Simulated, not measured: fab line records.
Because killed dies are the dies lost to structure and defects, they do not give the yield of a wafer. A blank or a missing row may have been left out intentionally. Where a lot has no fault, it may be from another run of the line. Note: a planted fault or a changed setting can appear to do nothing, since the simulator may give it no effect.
Which tool did it? :: flow berkeleyCmos170 :: at 1 step of a route of 331, 15 lots with 45 wafers sampled

== WHAT THE GAUGES READ, wafer by wafer ==
No reading from a measuring or inspecting step in the record can be judged against a usual standard deviation.

== WHICH TOOL RAN EACH LOT (tool, then ch and the chambers of the sampled wafers, then the start) ==
lot: L712
UCB170_GATE_ETCH_15: rieSi-01 ch 0,1,3, day 6 11:00

lot: L714
UCB170_GATE_ETCH_15: rieSi-02 ch 0,2, day 6 11:14

lot: L713
UCB170_GATE_ETCH_15: rieSi-01 ch 1,2,3, day 6 11:29

lot: L715
UCB170_GATE_ETCH_15: rieSi-02 ch 0,1,2, day 6 17:34

lot: L716
UCB170_GATE_ETCH_15: rieSi-01 ch 0,2, day 6 17:53

lot: L718
UCB170_GATE_ETCH_15: rieSi-02 ch 0,1, day 7 06:32

lot: L719
UCB170_GATE_ETCH_15: rieSi-02 ch 0,1,3, day 7 14:00

lot: L720
UCB170_GATE_ETCH_15: rieSi-01 ch 1,2,3, day 8 03:13

lot: L721
UCB170_GATE_ETCH_15: rieSi-02 ch 0,1,3, day 8 11:20

lot: L723
UCB170_GATE_ETCH_15: rieSi-02 ch 2,3, day 8 20:52

lot: L725
UCB170_GATE_ETCH_15: rieSi-01 ch 0,1,3, day 8 21:06

lot: L724
UCB170_GATE_ETCH_15: rieSi-02 ch 0,2,3, day 8 21:41

lot: L732
UCB170_GATE_ETCH_15: rieSi-01 ch 0,1,3, day 10 05:27

lot: L731
UCB170_GATE_ETCH_15: rieSi-01 ch 2,3, day 10 05:44

lot: L734
UCB170_GATE_ETCH_15: rieSi-01 ch 1,2,3, day 10 12:04
- UCB170_GATE_ETCH_15: etches poly-Si in HBr/Cl2, stops on SiO2, time 56.3 s, target depth 278.2 nm.

== AS READ BY THE TOOLS THEMSELVES (means over the sampled wafers that have a number; for cases with no such wafer, the mark the record gives instead) ==
UCB170_GATE_ETCH_15. Usual: drypumpMotorCurrentA 5.9 A, standard deviation 0.6; oesProductAu 0.834 a.u., standard deviation 0.016; runLengthS 84.7 s, standard deviation 0.41; throttleValvePct 26.50 %, standard deviation 0.23.
lot: L712
tool: rieSi-01
drypumpMotorCurrentA (A): 6.0
oesProductAu (a.u.): 0.830
runLengthS (s): 84.5
throttleValvePct (%): 26.60
flag: 

lot: L714
tool: rieSi-02
drypumpMotorCurrentA (A): 5.5
oesProductAu (a.u.): 0.823
runLengthS (s): 84.9
throttleValvePct (%): 26.60
flag: 

lot: L713
tool: rieSi-01
drypumpMotorCurrentA (A): 6.2
oesProductAu (a.u.): 0.842
runLengthS (s): 84.5
throttleValvePct (%): 26.48
flag: 

lot: L715
tool: rieSi-02
drypumpMotorCurrentA (A): 5.5
oesProductAu (a.u.): 0.824
runLengthS (s): 84.6
throttleValvePct (%): 26.58
flag: 

lot: L716
tool: rieSi-01
drypumpMotorCurrentA (A): 6.4
oesProductAu (a.u.): 0.844
runLengthS (s): 84.9
throttleValvePct (%): 26.42
flag: 

lot: L718
tool: rieSi-02
drypumpMotorCurrentA (A): 5.8
oesProductAu (a.u.): 0.843
runLengthS (s): 84.7
throttleValvePct (%): 26.76
flag: 

lot: L719
tool: rieSi-02
drypumpMotorCurrentA (A): 5.8
oesProductAu (a.u.): 0.846
runLengthS (s): 84.4
throttleValvePct (%): 26.59
flag: 

lot: L720
tool: rieSi-01
drypumpMotorCurrentA (A): 6.2
oesProductAu (a.u.): 0.843
runLengthS (s): 84.4
throttleValvePct (%): 26.48
flag: 

lot: L721
tool: rieSi-02
drypumpMotorCurrentA (A): 5.8
oesProductAu (a.u.): 1.021
runLengthS (s): 62.3
throttleValvePct (%): 26.59
flag: OFF

lot: L723
tool: rieSi-02
drypumpMotorCurrentA (A): 5.3
oesProductAu (a.u.): 0.982
runLengthS (s): 61.9
throttleValvePct (%): 26.27
flag: OFF

lot: L725
tool: rieSi-01
drypumpMotorCurrentA (A): 6.0
oesProductAu (a.u.): 0.820
runLengthS (s): 84.5
throttleValvePct (%): 26.59
flag: 

lot: L724
tool: rieSi-02
drypumpMotorCurrentA (A): 5.5
oesProductAu (a.u.): 1.000
runLengthS (s): 62.0
throttleValvePct (%): 26.43
flag: OFF

lot: L732
tool: rieSi-01
drypumpMotorCurrentA (A): 6.0
oesProductAu (a.u.): 0.830
runLengthS (s): 84.9
throttleValvePct (%): 26.60
flag: 

lot: L731
tool: rieSi-01
drypumpMotorCurrentA (A): 6.7
oesProductAu (a.u.): 0.832
runLengthS (s): 84.4
throttleValvePct (%): 26.61
flag: 

lot: L734
tool: rieSi-01
drypumpMotorCurrentA (A): 6.2
oesProductAu (a.u.): 0.844
runLengthS (s): 84.4
throttleValvePct (%): 26.47
flag: 

== THE ANSWER, worked out from the rows above alone ==
Rule: a lot counts as off when the mean over its wafers that have a number is more than 3 standard deviations away from the usual mean. A lot without any number at a reading at which 4 lots or more have one is off too. Any other lot the step has rows for is counted as sound. After the gauges, taken in route order, come the tools' own readings; for these a lot's mean is taken, as printed above. At the first step where some lot is off, the reading lying furthest off is the one used; lots without a number count as furthest.
Off: L721, L723, L724 (UCB170_GATE_ETCH_15, runLengthS).
If a tool, at that step or one of the process steps before it, ran each lot that is off and ran no sound lot following the first of them, it fits. One fits: rieSi-02 at UCB170_GATE_ETCH_15. A fault onset in the window from L719 (day 7 14:00, its last sound lot) to L721 (day 8 11:20, its first lot off) fits.
The tool's own readings at UCB170_GATE_ETCH_15 bear it out: on the lots that are off they differ by more than 5 times the standard deviation of the sound lots' means. oesProductAu reads 1.001 a.u. there against 0.835 a.u. on the sound lots; runLengthS reads 62.1 s there against 84.6 s on the sound lots.

== WHAT THE SIMULATOR PUT IN ==
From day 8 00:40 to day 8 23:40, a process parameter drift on rieSi-02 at UCB170_GATE_ETCH_15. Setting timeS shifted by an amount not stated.
Lots struck among those shown: L721, L723, L724. This agrees with what the rule above found.
